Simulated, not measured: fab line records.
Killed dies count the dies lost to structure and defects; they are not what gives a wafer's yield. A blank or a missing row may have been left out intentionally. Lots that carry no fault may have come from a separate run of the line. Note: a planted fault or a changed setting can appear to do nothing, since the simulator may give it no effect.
Which tool is to blame? -- flow berkeleyCmos170 -- 42 wafers from 14 lots sampled at 5 of the route's 331 steps

WHAT THE GAUGES READ, wafer by wafer
UCB170_V2_THK_MEAS_01.
lot,measured,on,V2_TEOS_THK (nm)
L203,day 8 14:05,filmMetro-01,1972 1995 2009
L202,day 8 17:05,filmMetro-04,2005 2025 2044
L205,day 9 02:02,filmMetro-01,1980 1988 2023
L206,day 9 11:02,filmMetro-04,1963 2003 1985
L210,day 10 07:37,filmMetro-04,1975 1989 2023
L208,day 10 08:26,filmMetro-02,2003 2006 2003
L215,day 11 14:35,filmMetro-02,1989 2007 2006
L212,day 11 15:49,filmMetro-04,2031 2042 2031
L217,day 12 01:55,filmMetro-02,2001 1998 2020
L219,day 12 09:16,filmMetro-01,997 957 1019 997 955 1019
L221,day 12 22:14,filmMetro-01,2015 2030 2017
L220,day 13 03:16,filmMetro-02,955 1002 1030 954 1003 1031
L223,day 13 12:40,filmMetro-02,1992 2015 2047
L224,day 13 21:26,filmMetro-01,1971 2019 2002

UCB170_V2_THK_MEAS_04.
lot,measured,on,V2_POLISHED_THK (nm)
L203,day 8 14:34,filmMetro-02,999.5 999.0 999.9
L202,day 8 17:34,filmMetro-01,997.2 998.3 999.1
L205,day 9 02:31,filmMetro-02,1001.3 999.8 1002.1
L206,day 9 11:31,filmMetro-01,999.3 1001.1 1001.1
L210,day 10 08:06,filmMetro-04,1001.7 1002.8 1002.0
L208,day 10 08:55,filmMetro-01,999.9 999.4 998.1
L215,day 11 15:04,filmMetro-02,1000.6 998.6 1000.7
L212,day 11 16:17,filmMetro-01,1000.3 1000.7 999.4
L217,day 12 02:24,filmMetro-04,998.9 1002.0 1000.9
L219,day 12 17:49,filmMetro-04,997.0 955.7 1001.1
L221,day 12 22:43,filmMetro-01,996.5 999.4 998.3
L220,day 13 15:14,filmMetro-04,953.0 1001.2 1001.3
L223,day 13 13:09,filmMetro-04,998.6 1001.1 999.5
L224,day 13 21:55,filmMetro-01,999.9 999.7 1001.1

WHAT TOOL EACH LOT RAN ON (gives the tool, then ch and the chambers of the sampled wafers, and finally the start)
lot,UCB170_V1_CVD_00,UCB170_M2_ETCH_17,UCB170_V2_CVD_00
L203,"pecvd-03 ch 0,1,2, day 8 07:23","rieDiel-04 ch 2,3, day 8 13:28","pecvd-01 ch 0,1,2, day 8 13:55"
L202,"pecvd-02 ch 1,2, day 8 08:43","rieDiel-01 ch 0,2, day 8 16:28","pecvd-04 ch 0,2, day 8 16:55"
L205,"pecvd-02 ch 0,2, day 8 18:45","rieDiel-04 ch 1,2, day 9 01:25","pecvd-03 ch 0,2, day 9 01:52"
L206,"pecvd-02 ch 0,1, day 9 05:51","rieDiel-02 ch 0,1, day 9 10:25","pecvd-03 ch 0,1,2, day 9 10:52"
L210,"pecvd-04 ch 0,2, day 9 21:43","rieDiel-01 ch 0,1, day 10 07:00","pecvd-04 ch 0,1,2, day 10 07:27"
L208,"pecvd-03 ch 0,1,2, day 10 00:58","rieDiel-01 ch 0,1,3, day 10 07:50","pecvd-01 ch 0,1,2, day 10 08:17"
L215,"pecvd-04 ch 0,1, day 11 06:35","rieDiel-04 ch 1,2, day 11 13:58","pecvd-04 ch 0,1,2, day 11 14:25"
L212,"pecvd-03 ch 0,1,2, day 11 06:49","rieDiel-01 ch 0,1,2, day 11 15:10","pecvd-03 ch 0,1,2, day 11 15:42"
L217,"pecvd-03 ch 0,1, day 11 19:13","rieDiel-01 ch 1,2,3, day 12 01:18","pecvd-01 ch 0,1,2, day 12 01:46"
L219,"pecvd-04 ch 0,1,2, day 12 04:02","rieDiel-02 ch 0,1,3, day 12 08:39","pecvd-04 ch 0,1,2, day 12 09:06"
L221,"pecvd-04 ch 0,1, day 12 16:59","rieDiel-04 ch 1,2,3, day 12 21:37","pecvd-01 ch 0,1,2, day 12 22:04"
L220,"pecvd-03 ch 0,1,2, day 12 20:44","rieDiel-02 ch 1,3, day 13 02:26","pecvd-04 ch 0,2, day 13 03:00"
L223,"pecvd-03 ch 0,1, day 13 05:01","rieDiel-02 ch 1,3, day 13 11:53","pecvd-03 ch 0,2, day 13 12:31"
L224,"pecvd-04 ch 0,1,2, day 13 13:05","rieDiel-01 ch 0,1, day 13 20:50","pecvd-01 ch 0,2, day 13 21:17"
- UCB170_V1_CVD_00: deposits SiO2 from TEOS/O2, target thk 2000 nm, time 250 s.
- UCB170_M2_ETCH_17: etches BARC in N2/H2.
- UCB170_V2_CVD_00: deposits SiO2 from TEOS/O2, target thk 2000 nm, time 250 s.

AS READ BY THE TOOLS THEMSELVES (means over the sampled wafers that have a number; for cases with no such wafer, the mark the record gives instead)
UCB170_V1_CVD_00.
lot,tool,heaterPowerW (W),pressureMtorr (mTorr)
L203,pecvd-03,232,8992
L202,pecvd-02,229,8983
L205,pecvd-02,287,9015
L206,pecvd-02,255,8991
L210,pecvd-04,272,9008
L208,pecvd-03,267,8999
L215,pecvd-04,336,9008
L212,pecvd-03,230,9014
L217,pecvd-03,246,8996
L219,pecvd-04,343,9014
L221,pecvd-04,334,9013
L220,pecvd-03,221,9005
L223,pecvd-03,251,8983
L224,pecvd-04,306,8986

UCB170_M2_ETCH_17.
lot,tool,drypumpMotorCurrentA (A),oesProductAu (a.u.),throttleValvePct (%)
L203,rieDiel-04,5.9,1.007,13.57
L202,rieDiel-01,6.1,0.971,13.40
L205,rieDiel-04,5.6,1.023,13.40
L206,rieDiel-02,5.8,1.006,13.41
L210,rieDiel-01,6.2,1.012,13.27
L208,rieDiel-01,6.0,1.007,13.37
L215,rieDiel-04,5.8,1.026,13.28
L212,rieDiel-01,6.1,0.993,13.28
L217,rieDiel-01,6.1,0.998,13.26
L219,rieDiel-02,5.3,1.007,13.44
L221,rieDiel-04,5.7,1.012,13.49
L220,rieDiel-02,5.6,0.989,13.44
L223,rieDiel-02,5.2,0.987,13.46
L224,rieDiel-01,6.2,1.002,13.28

UCB170_V2_CVD_00.
lot,tool,heaterPowerW (W),pressureMtorr (mTorr)
L203,pecvd-01,284,9012
L202,pecvd-04,317,8990
L205,pecvd-03,252,8980
L206,pecvd-03,275,8995
L210,pecvd-04,316,9002
L208,pecvd-01,264,9024
L215,pecvd-04,350,9010
L212,pecvd-03,287,8987
L217,pecvd-01,242,8993
L219,pecvd-04,384,9007
L221,pecvd-01,271,8997
L220,pecvd-04,294,9012
L223,pecvd-03,241,9007
L224,pecvd-01,196,9019

THE ANSWER, worked out from the rows above alone
Rule: what is usual is taken from the lots themselves. Put in order of their means at a reading, lots are off if they are a third of the lots or fewer, leave a main group of 4 or more, and stand apart from it by a gap of 3 or more times the standard deviation of the main group's means; of several such gaps the widest counts. The tables above print the reading to a certain number of digits; a main group whose means all agree to those digits is not used. A lot without any number at a reading at which 4 lots or more have one is off too. All remaining lots with rows at the step are treated as sound. First the gauges in route order, then the tools' own readings, where a lot's mean is used as printed above. The first step at which some lot is off is used, and at that step the reading that is off furthest; a lot without a number counts as furthest.
Off: at UCB170_V2_THK_MEAS_01 (V2_TEOS_THK), L219, L220. For the main group the mean is 2006 nm and the standard deviation 14.
If a tool, at a process step before that reading, ran all the lots that are off and no sound lot after the first of them, it fits. The gauges at UCB170_V2_THK_MEAS_01 aren't tried: what is off there is off at UCB170_V2_THK_MEAS_04 too, on other tools, and a gauge's error can't cause that. One fits: UCB170_V2_CVD_00 on pecvd-04. Its last sound lot is L215 (day 11 14:25), its first lot that is off L219 (day 12 09:06): a fault that began between those two fits.

WHAT THE SIMULATOR HAD INSERTED
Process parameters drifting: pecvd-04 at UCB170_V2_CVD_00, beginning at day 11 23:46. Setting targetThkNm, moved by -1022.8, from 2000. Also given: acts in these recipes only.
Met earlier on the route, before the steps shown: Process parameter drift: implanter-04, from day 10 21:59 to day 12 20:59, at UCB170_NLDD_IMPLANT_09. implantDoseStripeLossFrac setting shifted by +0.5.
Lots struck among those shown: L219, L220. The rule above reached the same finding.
